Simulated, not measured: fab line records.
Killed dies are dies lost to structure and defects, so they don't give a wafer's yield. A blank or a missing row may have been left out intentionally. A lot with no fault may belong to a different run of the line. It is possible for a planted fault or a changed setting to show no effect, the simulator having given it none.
Split-lot study	flow berkeley cmos170	route with 331 steps; 5 lots, 23 wafers read

## THE SPLIT
At UCB170_CONTACT_CVD_01 (deposits PSG from SiH4/O2/PH3, target thk 700 nm, time 2820 s), the setting pressure mtorr was moved away from the recipe's 300 mTorr on 15 of the 23 wafers read, by -6.1% to +11.9%. All remaining wafers had this setting at the recipe value.

There is no step in the file separating the split from the reading.

## THE READING
CONTACT_PSG_THK, in nm, at UCB170_CONTACT_THK_MEAS_02. Typical for fault-free wafers on this fab line: 701 nm, with standard deviation 6.1 nm.

wafer	tool, chamber at the split	pressure mtorr as run, mTorr	against the recipe	CONTACT_PSG_THK, nm	against lot-mates on the recipe
L074.1	-, -	281.8	-6.1%	679	no lot-mate on the recipe
L074.2	-, -	281.8	-6.1%	679	no lot-mate on the recipe
L074.4	-, -	281.8	-6.1%	679	no lot-mate on the recipe
L074.5	-, -	281.8	-6.1%	674	no lot-mate on the recipe
L074.6	-, -	281.8	-6.1%	674	no lot-mate on the recipe
L075.2	-, -	335.7	+11.9%	733	no lot-mate on the recipe
L075.3	-, -	335.7	+11.9%	734	no lot-mate on the recipe
L075.4	-, -	335.7	+11.9%	732	no lot-mate on the recipe
L075.5	-, -	335.7	+11.9%	730	no lot-mate on the recipe
L075.6	-, -	335.7	+11.9%	728	no lot-mate on the recipe
L078.2	-, -	300	recipe	691	-
L078.3	-, -	300	recipe	693	-
L078.4	-, -	300	recipe	694	-
L078.5	-, -	300	recipe	694	-
L078.6	-, -	300	recipe	689	-
L079.1	lpcvd-02, 0	300	recipe	702	-
L079.2	lpcvd-02, 0	300	recipe	705	-
L079.3	lpcvd-02, 0	300	recipe	703	-
L084.1	-, -	319.8	+6.6%	725	no lot-mate on the recipe
L084.3	-, -	319.8	+6.6%	728	no lot-mate on the recipe
L084.4	-, -	319.8	+6.6%	720	no lot-mate on the recipe
L084.5	-, -	319.8	+6.6%	719	no lot-mate on the recipe
L084.6	-, -	319.8	+6.6%	724	no lot-mate on the recipe

FIT RESULTS
A straight line over all 23 wafers: CONTACT_PSG_THK changes by +3.17 nm for each +1% of pressure mtorr; r = +0.97; the points scatter about the line by 5.2 nm.
Too few moved wafers have a lot-mate on the recipe to fit a line with each lot's own level taken away.

## THE WHOLE CHAIN: every reading that the file lists as answering this split, in the file's order
step	what it does	reading	change (the file's fit)	r (the file's)
UCB170_CONTACT_CVD_01	deposits PSG from SiH4/O2/PH3, target thk 700 nm, time 2820 s	PSG_of_CONTACT_CVD_01.thk nm (the simulator's own value, which no gauge read)	+3.16 nm for each +1% of the setting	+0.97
UCB170_CONTACT_THK_MEAS_02		CONTACT_PSG_THK	+3.16 for each +1% of the setting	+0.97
UCB170_CONTACT_ETCH_18	etches PSG in CHF3/CF4/Ar, stops on TiSi2, target depth 840 nm, time 195 s	etch.depth nm (the simulator's own value, which no gauge read)	+3.1 nm for each +1% of the setting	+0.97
UCB170_CONTACT_ETCH_18	etches PSG in CHF3/CF4/Ar, stops on TiSi2, target depth 840 nm, time 195 s	CONTACT.feature depth nm (the simulator's own value, which no gauge read)	+3.16 nm for each +1% of the setting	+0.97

## FILE'S OWN FIT
CONTACT_PSG_THK changes by +3.16 nm for each +1% of pressure mtorr, r = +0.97.
